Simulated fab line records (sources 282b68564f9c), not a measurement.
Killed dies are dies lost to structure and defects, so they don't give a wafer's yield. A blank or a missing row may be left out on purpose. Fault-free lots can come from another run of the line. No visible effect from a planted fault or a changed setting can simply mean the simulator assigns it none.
Which tool is to blame? | flow rit cmos | 14 lots with 42 wafers sampled at 3 steps, on a route of 202 steps

== WHAT THE GAUGES READ, wafer by wafer ==
RIT_NLDD_TW_MEAS_10.
lot  | measured    | on            | NLDD_TW
L888 | day 2 20:22 | film metro-04 | 2498 2503 2501
L890 | day 3 06:30 | film metro-04 | 2512 2497 2497
L892 | day 3 17:10 | film metro-03 | 2934 2928 2950
L893 | day 3 20:34 | film metro-04 | 2513 2502 2515
L900 | day 5 10:42 | film metro-04 | 2977 2972 2963
L902 | day 5 21:29 | film metro-03 | 2499 2495 2506
L904 | day 6 07:49 | film metro-01 | 2459 2463 2460
L905 | day 6 12:55 | film metro-04 | 2513 2506 2515
L906 | day 6 15:22 | film metro-03 | 2497 2483 2485
L907 | day 6 18:01 | film metro-01 | 2464 2474 2477
L908 | day 7 03:39 | film metro-01 | 2473 2461 2454
L909 | day 7 06:58 | film metro-03 | 2509 2512 2498
L910 | day 7 10:59 | film metro-01 | 2458 2447 2457
L911 | day 7 18:30 | film metro-01 | 2465 2467 2471

RIT_SDANNEAL_RS_MEAS_07: the measuring method here is four-point-probe.
lot  | measured    | on            | NLDD_RS (ohm/sq)
L888 | day 3 04:23 | film metro-03 | 151.2 151.3 151.1
L890 | day 3 14:23 | film metro-04 | 151.1 151.4 151.1
L892 | day 4 01:10 | film metro-03 | 86.8 86.8 86.9
L893 | day 4 04:20 | film metro-03 | 151.7 152.1 151.6
L900 | day 5 19:40 | film metro-01 | 86.3 86.4 86.4
L902 | day 6 05:46 | film metro-01 | 152.4 151.6 151.3
L904 | day 6 15:58 | film metro-01 | 152.1 151.4 151.6
L905 | day 6 20:47 | film metro-04 | 151.2 151.2 151.4
L906 | day 6 23:10 | film metro-01 | 152.3 151.7 152.3
L907 | day 7 02:13 | film metro-04 | 151.1 151.4 151.2
L908 | day 7 11:41 | film metro-03 | 150.9 152.1 151.3
L909 | day 7 14:37 | film metro-01 | 151.6 151.6 151.4
L910 | day 7 19:05 | film metro-03 | 151.1 151.7 151.5
L911 | day 8 02:28 | film metro-03 | 151.4 150.5 150.9

== TOOL THAT RAN EACH LOT (tool first, then ch and the chambers of the sampled wafers, then the start) ==
lot  | RIT_NLDD_IMPLANT_08
L888 | implanter-01 ch 0, day 2 20:02
L890 | implanter-01 ch 0, day 3 06:11
L892 | implanter-01 ch 0, day 3 16:23
L893 | implanter-01 ch 0, day 3 20:15
L900 | implanter-03 ch 0, day 5 10:05
L902 | implanter-03 ch 0, day 5 21:10
L904 | implanter-01 ch 0, day 6 07:29
L905 | implanter-04 ch 0, day 6 12:36
L906 | implanter-01 ch 0, day 6 15:04
L907 | implanter-04 ch 0, day 6 17:42
L908 | implanter-01 ch 0, day 7 03:19
L909 | implanter-03 ch 0, day 7 06:41
L910 | implanter-03 ch 0, day 7 10:40
L911 | implanter-01 ch 0, day 7 18:11
- RIT_NLDD_IMPLANT_08

== AS READ BY THE TOOLS THEMSELVES (means over the sampled wafers that have a number; for cases with no such wafer, the mark the record gives instead) ==
RIT_NLDD_IMPLANT_08.
lot  | tool         | beam on s (s)
L888 | implanter-01 | 9.90
L890 | implanter-01 | 9.97
L892 | implanter-01 | 9.96
L893 | implanter-01 | 9.92
L900 | implanter-03 | 9.97
L902 | implanter-03 | 9.79
L904 | implanter-01 | 10.07
L905 | implanter-04 | 10.12
L906 | implanter-01 | 9.76
L907 | implanter-04 | 10.05
L908 | implanter-01 | 9.99
L909 | implanter-03 | 10.09
L910 | implanter-03 | 10.11
L911 | implanter-01 | 10.01

== THE ANSWER, worked out from the rows above alone ==
Rule: the usual values come from the lots themselves. The widest of any qualifying gaps counts: lots, ordered by their means at a reading, are off when they make up no more than a third of the lots, leave a main group of 4 or more, and stand apart from it by 3 or more times the standard deviation of that group's means. A main group is skipped when, at the precision printed for the reading in the tables above, its means are all equal. A lot without any number at a reading at which 4 lots or more have one is off too. The other lots that the step has rows for count as sound. Order of review: gauges by route order, followed by the tools' own readings, for which a lot's mean as printed above is used. At the first step where some lot is off, the reading lying furthest off is the one used; lots without a number count as furthest.
Off: L892, L900, seen at RIT_NLDD_TW_MEAS_10 (NLDD_TW). The main group has a mean of 2486 with a standard deviation of 21.
A tool fits if, at a process step before that reading, it ran every lot that is off, and no sound lot after the first of them. Gauges at RIT_NLDD_TW_MEAS_10: tried the same way as those tools. Of those tried, none fits.

== WHAT HAD BEEN PUT IN BY THE SIMULATOR ==
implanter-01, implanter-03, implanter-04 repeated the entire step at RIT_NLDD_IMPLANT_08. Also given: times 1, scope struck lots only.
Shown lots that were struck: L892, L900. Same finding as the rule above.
